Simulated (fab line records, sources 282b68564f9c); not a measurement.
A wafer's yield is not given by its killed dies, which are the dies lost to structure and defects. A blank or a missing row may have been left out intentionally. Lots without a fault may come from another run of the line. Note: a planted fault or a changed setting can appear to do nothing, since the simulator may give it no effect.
Split-lot experiment | flow rit-cmos | on a route of 202 steps: 5 lots, 23 wafers read

== SPLIT DETAILS ==
At RIT_PRETRO_COAT_01 (resist thk 1300 nm), the setting spin-rpm was moved away from the recipe's 2000 rpm on 5 of the 23 wafers read, by -7.5% to -6.2%. This setting was run at the recipe's value on the other wafers.

== FROM THE SPLIT TO THE READING: what the file shows between them, 4 steps ==
- RIT_PRETRO_SOFTBAKE_02: time 60 s (also split here: time-s)
- RIT_PRETRO_EXPOSE_03: exposes mask M5, target cd 43700 nm
- RIT_PRETRO_PEB_04
- RIT_PRETRO_DEVELOP_05: develop time 68 s

== THE READING ==
NOVOLAK_of_PRETRO_COAT_01.thk-nm (the simulator's own value, which no gauge read), in nm, at RIT_PRETRO_HARDBAKE_07 (time 120 s). The file does not state a usual value for it. Across the 18 wafers here that went through the recipe, the average is 1139 nm and the standard deviation 2.7 nm.

wafer  | tool, chamber at the split | spin-rpm as run, rpm | against the recipe | NOVOLAK_of_PRETRO_COAT_01.thk-nm, nm | against lot-mates on the recipe
L076.2 | litho-track-04, 0          | 2000                 | recipe             | 1137                                 | -
L076.4 | litho-track-04, 0          | 2000                 | recipe             | 1137                                 | -
L076.6 | litho-track-04, 0          | 2000                 | recipe             | 1137                                 | -
L076.3 | litho-track-04, 0          | 2000                 | recipe             | 1138                                 | -
L076.5 | litho-track-04, 0          | 2000                 | recipe             | 1138                                 | -
L077.1 | litho-track-04, 0          | 2000                 | recipe             | 1143                                 | -
L077.2 | litho-track-04, 0          | 2000                 | recipe             | 1139                                 | -
L077.3 | litho-track-04, 0          | 2000                 | recipe             | 1141                                 | -
L077.4 | litho-track-04, 0          | 2000                 | recipe             | 1140                                 | -
L077.6 | litho-track-04, 0          | 2000                 | recipe             | 1146                                 | -
L079.1 | litho-track-04, 0          | 2000                 | recipe             | 1140                                 | -
L079.2 | litho-track-04, 0          | 1850                 | -7.5%              | 1183                                 | +42
L079.3 | litho-track-04, 0          | 2000                 | recipe             | 1141                                 | -
L079.5 | litho-track-04, 0          | 1850                 | -7.5%              | 1186                                 | +46
L079.6 | litho-track-04, 0          | 1850                 | -7.5%              | 1184                                 | +44
L081.1 | litho-track-01, 0          | 2000                 | recipe             | 1139                                 | -
L081.3 | litho-track-01, 0          | 2000                 | recipe             | 1143                                 | -
L081.4 | litho-track-01, 0          | 1875                 | -6.2%              | 1174                                 | +34
L081.5 | litho-track-01, 0          | 1875                 | -6.2%              | 1176                                 | +36
L081.6 | litho-track-01, 0          | 2000                 | recipe             | 1137                                 | -
L084.2 | litho-track-04, 0          | 2000                 | recipe             | 1137                                 | -
L084.4 | litho-track-04, 0          | 2000                 | recipe             | 1136                                 | -
L084.6 | litho-track-04, 0          | 2000                 | recipe             | 1136                                 | -

THE FIT
A straight line over all 23 wafers: NOVOLAK_of_PRETRO_COAT_01.thk-nm changes by -5.93 nm for each +1% of spin-rpm; r = -0.99; the points scatter about the line by 2.6 nm.
The same after taking each lot's own level away (the mean of its wafers on the recipe; 23 wafers): -5.79 nm for each +1%; r = -1.00; scatter 1.7 nm.
That fit puts the effect of the largest move of spin-rpm on the reading at 43 nm.
The lots' own levels span 1136.3 to 1141.8 nm, that is 2.0 times the standard deviation above.
Consequently the slope shifts little with the lot-to-lot level, the two slopes agreeing.
Check: +43.6 nm against its lot-mates is what the line predicts for one of the wafers moved furthest among these (-7.5%) when that wafer is left out of the fit. Against them it came out at +42.5 nm.

== OTHER SPLITS ON THESE WAFERS ==
Before the reading, these wafers also passed through other splits. Each is held against what the fit with the lots' levels taken away leaves over:
other split on the same wafers  | wafers away from the commonest value | r with NOVOLAK_of_PRETRO_COAT_01.thk-nm (lot level and that fit taken away)
RIT_ACTIVE_CVD_03 temp-c        | 18                                   | -0.08
RIT_ACTIVE_ETCH_13 time-s       | 9                                    | -0.07
RIT_FOX1_OXIDATION_00 ox-time-s | 15                                   | +0.00
RIT_NWELL_COAT_01 spin-rpm      | 11                                   | -0.27
RIT_PWELL_COAT_01 resist-thk-nm | 10                                   | +0.18
RIT_PWELL_IMPLANT_08 dose-cm2   | 8                                    | -0.31
RIT_PRETRO_SOFTBAKE_02 time-s   | 8                                    | +0.06

== THE WHOLE CHAIN: every reading that the file lists as answering this split, in the file's order ==
step                   | what it does       | reading                                                                           | change (the file's fit)              | r (the file's)
RIT_PRETRO_COAT_01     | resist thk 1300 nm | NOVOLAK_of_PRETRO_COAT_01.thk-nm (the simulator's own value, which no gauge read) | -6.7 nm for each +1% of the setting  | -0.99
RIT_PRETRO_HARDBAKE_07 | time 120 s         | NOVOLAK_of_PRETRO_COAT_01.thk-nm (the simulator's own value, which no gauge read) | -5.77 nm for each +1% of the setting | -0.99

== THE FILE'S OWN FIT ==
NOVOLAK_of_PRETRO_COAT_01.thk-nm changes by -5.77 nm for each +1% of spin-rpm, r = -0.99.
